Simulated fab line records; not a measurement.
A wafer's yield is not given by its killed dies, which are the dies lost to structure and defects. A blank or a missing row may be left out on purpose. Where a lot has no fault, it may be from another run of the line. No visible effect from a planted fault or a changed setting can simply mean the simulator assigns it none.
Split-lot experiment :: flow berkeley_cmos170 :: 23 wafers read across 5 lots, on a route 331 steps long

== ON THE SPLIT ==
At UCB170_PFIELD_IMPLANT_07, the setting dose_cm2 was moved away from the recipe's 2e+13 on 8 of the 23 wafers read, by -7.5% to +4.0%. For the rest of the wafers, this setting stayed at what the recipe calls for.

== FROM THE SPLIT ON TO THE READING: in between, the file shows 1 step ==
- UCB170_PFIELD_STRIP_08: strips in O2

== THE READING ==
PFIELD_TW, at UCB170_PFIELD_TW_MEAS_09. Fault-free wafers of this fab line usually give 600, standard deviation 5.9.

wafer: L074.1
tool, chamber at the split: implanter-01, 0
dose_cm2 as run: 2e+13
against the recipe: recipe
PFIELD_TW: 594
against lot-mates on the recipe: -

wafer: L074.2
tool, chamber at the split: implanter-01, 0
dose_cm2 as run: 2e+13
against the recipe: recipe
PFIELD_TW: 598
against lot-mates on the recipe: -

wafer: L074.4
tool, chamber at the split: implanter-01, 0
dose_cm2 as run: 2e+13
against the recipe: recipe
PFIELD_TW: 596
against lot-mates on the recipe: -

wafer: L074.5
tool, chamber at the split: implanter-01, 0
dose_cm2 as run: 2e+13
against the recipe: recipe
PFIELD_TW: 593
against lot-mates on the recipe: -

wafer: L074.6
tool, chamber at the split: implanter-01, 0
dose_cm2 as run: 2e+13
against the recipe: recipe
PFIELD_TW: 593
against lot-mates on the recipe: -

wafer: L075.1
tool, chamber at the split: implanter-04, 0
dose_cm2 as run: 2e+13
against the recipe: recipe
PFIELD_TW: 595
against lot-mates on the recipe: -

wafer: L075.3
tool, chamber at the split: implanter-04, 0
dose_cm2 as run: 2e+13
against the recipe: recipe
PFIELD_TW: 596
against lot-mates on the recipe: -

wafer: L075.6
tool, chamber at the split: implanter-04, 0
dose_cm2 as run: 2e+13
against the recipe: recipe
PFIELD_TW: 597
against lot-mates on the recipe: -

wafer: L079.1
tool, chamber at the split: implanter-02, 0
dose_cm2 as run: 2e+13
against the recipe: recipe
PFIELD_TW: 595
against lot-mates on the recipe: -

wafer: L079.2
tool, chamber at the split: implanter-02, 0
dose_cm2 as run: 2e+13
against the recipe: recipe
PFIELD_TW: 595
against lot-mates on the recipe: -

wafer: L079.4
tool, chamber at the split: implanter-02, 0
dose_cm2 as run: 1.851e+13
against the recipe: -7.5%
PFIELD_TW: 578
against lot-mates on the recipe: -16

wafer: L079.5
tool, chamber at the split: implanter-02, 0
dose_cm2 as run: 1.851e+13
against the recipe: -7.5%
PFIELD_TW: 582
against lot-mates on the recipe: -12

wafer: L079.6
tool, chamber at the split: implanter-02, 0
dose_cm2 as run: 2e+13
against the recipe: recipe
PFIELD_TW: 592
against lot-mates on the recipe: -

wafer: L078.1
tool, chamber at the split: implanter-04, 0
dose_cm2 as run: 2e+13
against the recipe: recipe
PFIELD_TW: 608
against lot-mates on the recipe: -

wafer: L078.3
tool, chamber at the split: implanter-04, 0
dose_cm2 as run: 2e+13
against the recipe: recipe
PFIELD_TW: 611
against lot-mates on the recipe: -

wafer: L078.4
tool, chamber at the split: implanter-04, 0
dose_cm2 as run: 2.081e+13
against the recipe: +4.0%
PFIELD_TW: 618
against lot-mates on the recipe: +8

wafer: L078.5
tool, chamber at the split: implanter-04, 0
dose_cm2 as run: 2.081e+13
against the recipe: +4.0%
PFIELD_TW: 616
against lot-mates on the recipe: +6

wafer: L078.6
tool, chamber at the split: implanter-04, 0
dose_cm2 as run: 2.081e+13
against the recipe: +4.0%
PFIELD_TW: 615
against lot-mates on the recipe: +6

wafer: L081.2
tool, chamber at the split: implanter-04, 0
dose_cm2 as run: 1.924e+13
against the recipe: -3.8%
PFIELD_TW: 588
against lot-mates on the recipe: -6

wafer: L081.3
tool, chamber at the split: implanter-04, 0
dose_cm2 as run: 2e+13
against the recipe: recipe
PFIELD_TW: 594
against lot-mates on the recipe: -

wafer: L081.4
tool, chamber at the split: implanter-04, 0
dose_cm2 as run: 1.924e+13
against the recipe: -3.8%
PFIELD_TW: 585
against lot-mates on the recipe: -8

wafer: L081.5
tool, chamber at the split: implanter-04, 0
dose_cm2 as run: 1.924e+13
against the recipe: -3.8%
PFIELD_TW: 588
against lot-mates on the recipe: -6

wafer: L081.6
tool, chamber at the split: implanter-04, 0
dose_cm2 as run: 2e+13
against the recipe: recipe
PFIELD_TW: 593
against lot-mates on the recipe: -

FIT RESULTS
A straight line over all 23 wafers: PFIELD_TW changes by +3.06 for each +1% of dose_cm2; r = +0.86; the points scatter about the line by 5.4.
The same after taking each lot's own level away (the mean of its wafers on the recipe; 23 wafers): +1.79 for each +1%; r = +0.96; scatter 1.6.
On that fit, the largest move of dose_cm2 shifts the reading by 13.
From 593.5 to 609.5: that is the span of the lots' own levels, equal to 2.7 times the standard deviation above.
So the slope is not independent of the lot-to-lot level: the two fits are not the same.
Check: for one of the wafers moved furthest among these (-7.5%), held out of the fit, the line's prediction against its lot-mates is -12.4. It came out at -16 against them.

== ADDITIONAL SPLITS CARRIED BY THESE WAFERS ==
These wafers also went through other splits before the reading. Each is held against what the fit with the lots' levels taken away leaves over:
other split on the same wafers: UCB170_START_OXIDATION_02 ox_time_s
wafers away from the commonest value: 15
r with PFIELD_TW (lot level and that fit taken away): +0.04

other split on the same wafers: UCB170_NWELL_CVD_04 pressure_mtorr
wafers away from the commonest value: 18
r with PFIELD_TW (lot level and that fit taken away): +0.10

other split on the same wafers: UCB170_NWELL_IMPLANT_14 energy_kev
wafers away from the commonest value: 11
r with PFIELD_TW (lot level and that fit taken away): -0.02

other split on the same wafers: UCB170_PWELL_IMPLANT_15 dose_cm2
wafers away from the commonest value: 10
r with PFIELD_TW (lot level and that fit taken away): +0.16

other split on the same wafers: UCB170_ACTIVE_CVD_05 temp_c
wafers away from the commonest value: 15
r with PFIELD_TW (lot level and that fit taken away): +0.12

== THE FILE'S OWN FIT ==
PFIELD_TW changes by +1.85 for each +1% of dose_cm2, r = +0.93.
